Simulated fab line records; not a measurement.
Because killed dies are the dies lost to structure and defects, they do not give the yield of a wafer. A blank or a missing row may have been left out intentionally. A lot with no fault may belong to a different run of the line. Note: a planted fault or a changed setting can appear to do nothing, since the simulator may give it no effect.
Matching of chambers | flow berkeley_cmos170 | UCB170_V1_ETCH_14 on rie_diel-02 has 4 sister chambers
The step etches SiO2 in CHF3/CF4/Ar, stops on Al, target depth 1250 nm, time 291 s. 7 wafers are shown with their chamber, then 7 later ones without.

WAFERS, EACH WITH ITS CHAMBER
wafer  | chamber | drypump_motor_current_A (A) | throttle_valve_pct (%)
L418.3 | 2       | 6.4                         | 6.96
L427.5 | 1       | 5.6                         | 7.05
L431.1 | 3       | 5.5                         | 6.96
L431.3 | 1       | 5.6                         | 7.03
L431.4 | 0       | 5.9                         | 6.90
L433.2 | 3       | 5.6                         | 6.93
L433.4 | 0       | 5.9                         | 6.90

WAFERS WITHOUT THEIR CHAMBER
wafer  | drypump_motor_current_A (A) | throttle_valve_pct (%)
L433.5 | 5.9                         | 6.91
L439.2 | 5.6                         | 7.04
L439.3 | 6.4                         | 6.96
L439.6 | 5.9                         | 6.92
L441.2 | 5.9                         | 6.89
L441.3 | 5.6                         | 7.02
L441.4 | 6.4                         | 6.95

WHICH CHAMBER EACH ONE RAN IN
wafer  | from the rows above | in truth
L433.5 | 0                   | 0
L439.2 | 1                   | 1
L439.3 | 2                   | 2
L439.6 | 0                   | 0
L441.2 | 0                   | 0
L441.3 | 1                   | 1
L441.4 | 2                   | 2
Correctly placed: 7 of 7. Number that these rows cannot place: 0. Placed wrongly: 0.
How it was worked out, from the rows above alone: a wafer's distance from a chamber is the root of the sum, over the readings, of the square of ((its reading less the chamber's mean) divided by the reading's scatter). The wafer belongs to the nearest chamber; if the next one is less than 2 further off, it can't be placed. Each chamber's mean is taken over the wafers shown for it. The scatter: take each reading less its chamber's mean, square it, sum over the shown wafers, divide by the number of wafers less the number of chambers, and take the root.
